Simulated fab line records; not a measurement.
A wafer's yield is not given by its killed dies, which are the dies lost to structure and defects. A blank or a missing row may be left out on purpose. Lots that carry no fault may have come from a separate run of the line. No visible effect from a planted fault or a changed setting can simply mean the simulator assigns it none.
Comparing a struck lot with a sound one || flow rit-cmos || 14 out of 202 route steps
Sound: the wafers L315.2, L315.3, L315.4. Wafers L325.1, L325.3, L325.6 were the ones struck. Last of all comes the cause.
Each step with rows lists, per side, the tool, then ch with its chambers, then its first start. Under that, the readings that differ: sound wafers || struck wafers || difference of the means || sigmas: that difference in standard deviations of wafers without a fault.
alike: readings with means less than 2 such deviations apart, plus words and numbers identical on both sides. not compared: withheld readings, readings lacking a value on some wafer, bounds such as >300 that could conceal the same value, and numbers that have no deviation in the record and whose values overlap.
A row with sigmas, a row that says differs or no value, or rows on one side alone: a step with any of these is where the two part. Numbers that don't overlap but have no deviation are shown without sigmas and don't part them. A reading that every wafer of one side lacks parts them only if that side has two wafers or more.

first, 2 steps without rows for these wafers: RIT_ACTIVE_CLEAN_17 (cleans in SC2, time 600 s); RIT_FOX1_OXIDATION_00 (target thk 350.7 nm, ox time 1130 s).
RIT_FOX1_THK_MEAS_01:
  sound: film-metro-03 at day 2 08:00; struck: film-metro-01 at day 4 09:53
  alike: FOX1_OXIDE_THK
then, 2 steps without rows for these wafers: RIT_FOX1_WET_ETCH_02 (etches SiO2 in BOE, target depth 350 nm, time 390 s); RIT_FOX2_OXIDATION_00 (target thk 350.7 nm, ox time 1130 s).
RIT_FOX2_THK_MEAS_01:
  sound: film-metro-04 at day 2 09:29; struck: film-metro-01 at day 4 11:23
  alike: FOX2_OXIDE_THK
then, 2 steps without rows for these wafers: RIT_FOX2_CLEAN_02 (cleans in dHF, time 180 s); RIT_FOX2_WET_ETCH_03 (etches Si3N4 in H3PO4, target depth 195 nm, time 2700 s).
RIT_FOX2_THK_MEAS_90:
  sound: film-metro-02 at day 2 10:22; struck: film-metro-02 at day 4 12:16
  alike: FIELD_OXIDE_LEFT_1_THK
then, 3 steps without rows for these wafers: RIT_NWELL_HMDS_00 (prime time 60 s); RIT_NWELL_COAT_01 (resist thk 1300 nm); RIT_NWELL_SOFTBAKE_02 (time 60 s).
RIT_NWELL_EXPOSE_03: exposes mask M2, target cd 43900 nm.
  sound on iline-stepper-01 ch 0, day 2 11:01; struck on iline-stepper-01, day 4 12:46
  no value came back on the struck wafers for exposure-dose-mJ-cm2, focus-offset-nm (nm), reticle-temp-C (C); on the sound wafers exposure-dose-mJ-cm2 reads 250.21 249.93 249.77
  alike: mask
after that, 1 step had no rows for these wafers: RIT_NWELL_PEB_04.

## WHERE THEY PART
Only at RIT_NWELL_EXPOSE_03, as far as this record shows.

WHY: what the simulator had put in
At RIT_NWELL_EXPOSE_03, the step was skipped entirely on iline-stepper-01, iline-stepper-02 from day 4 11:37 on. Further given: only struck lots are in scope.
